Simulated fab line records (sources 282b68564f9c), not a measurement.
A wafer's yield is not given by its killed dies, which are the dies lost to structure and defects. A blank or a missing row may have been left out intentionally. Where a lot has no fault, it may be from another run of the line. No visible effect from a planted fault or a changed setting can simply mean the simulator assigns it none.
Which of the tools did it?	flow rit_cmos	route of 202 steps, sampled at 1 step: 15 lots, 45 wafers

WHAT EACH GAUGE READ, for each wafer
Not one reading of a measure or inspect step in the record can be checked against a usual standard deviation.

TOOL THAT RAN EACH LOT (tool first, then ch and the chambers of the sampled wafers, then the start)
lot	RIT_PLDD_EXPOSE_03
L816	iline_stepper-01 ch 0, day 2 19:56
L817	iline_stepper-02 ch 0, day 3 00:04
L820	iline_stepper-02 ch 0, day 3 15:30
L821	iline_stepper-01 ch 0, day 3 20:55
L822	iline_stepper-01 ch 0, day 4 00:46
L826	iline_stepper-01 ch 0, day 5 00:37
L827	iline_stepper-01, day 5 01:59
L828	iline_stepper-01, day 5 07:40
L829	iline_stepper-01, day 5 14:13
L831	iline_stepper-01 ch 0, day 5 22:13
L834	iline_stepper-01 ch 0, day 6 12:48
L835	iline_stepper-01 ch 0, day 6 17:28
L836	iline_stepper-01 ch 0, day 6 21:42
L838	iline_stepper-02 ch 0, day 7 09:23
L839	iline_stepper-01 ch 0, day 7 13:58
- RIT_PLDD_EXPOSE_03: exposes mask M8, target cd 40900 nm.

AS READ BY THE TOOLS THEMSELVES (means over the sampled wafers that have a number; for cases with no such wafer, the mark the record gives instead)
RIT_PLDD_EXPOSE_03.
lot	tool	exposure_dose_mJ_cm2	focus_offset_nm (nm)
L816	iline_stepper-01	249.70	0.5
L817	iline_stepper-02	250.18	0.5
L820	iline_stepper-02	250.54	-0.1
L821	iline_stepper-01	249.60	0.3
L822	iline_stepper-01	250.07	-0.7
L826	iline_stepper-01	250.21	-0.1
L827	iline_stepper-01	-	-
L828	iline_stepper-01	-	-
L829	iline_stepper-01	-	-
L831	iline_stepper-01	249.76	-0.6
L834	iline_stepper-01	250.30	-0.3
L835	iline_stepper-01	249.58	-0.3
L836	iline_stepper-01	250.12	-0.2
L838	iline_stepper-02	250.02	0.3
L839	iline_stepper-01	249.87	-0.1

THE ANSWER, worked out from the rows above alone
Rule: what is usual is taken from the lots themselves. The widest of any qualifying gaps counts: lots, ordered by their means at a reading, are off when they make up no more than a third of the lots, leave a main group of 4 or more, and stand apart from it by 3 or more times the standard deviation of that group's means. A main group whose means are all the same, to the digits that the tables above print for the reading, isn't used. Also off: a lot with no number at a reading for which 4 or more lots have one. The other lots that the step has rows for count as sound. Order of review: gauges by route order, followed by the tools' own readings, for which a lot's mean as printed above is used. The first step at which some lot is off is used, and at that step the reading that is off furthest; a lot without a number counts as furthest.
Off: L827, L828, L829, at RIT_PLDD_EXPOSE_03 (exposure_dose_mJ_cm2). Without a number there: L827, L828, L829. For the main group the mean is 250.00 and the standard deviation 0.29.
A tool fits if, at that step or a process step before it, it ran every lot that is off, and no sound lot after the first of them. None of those tried fits.

WHAT THE SIMULATOR HAD PUT IN
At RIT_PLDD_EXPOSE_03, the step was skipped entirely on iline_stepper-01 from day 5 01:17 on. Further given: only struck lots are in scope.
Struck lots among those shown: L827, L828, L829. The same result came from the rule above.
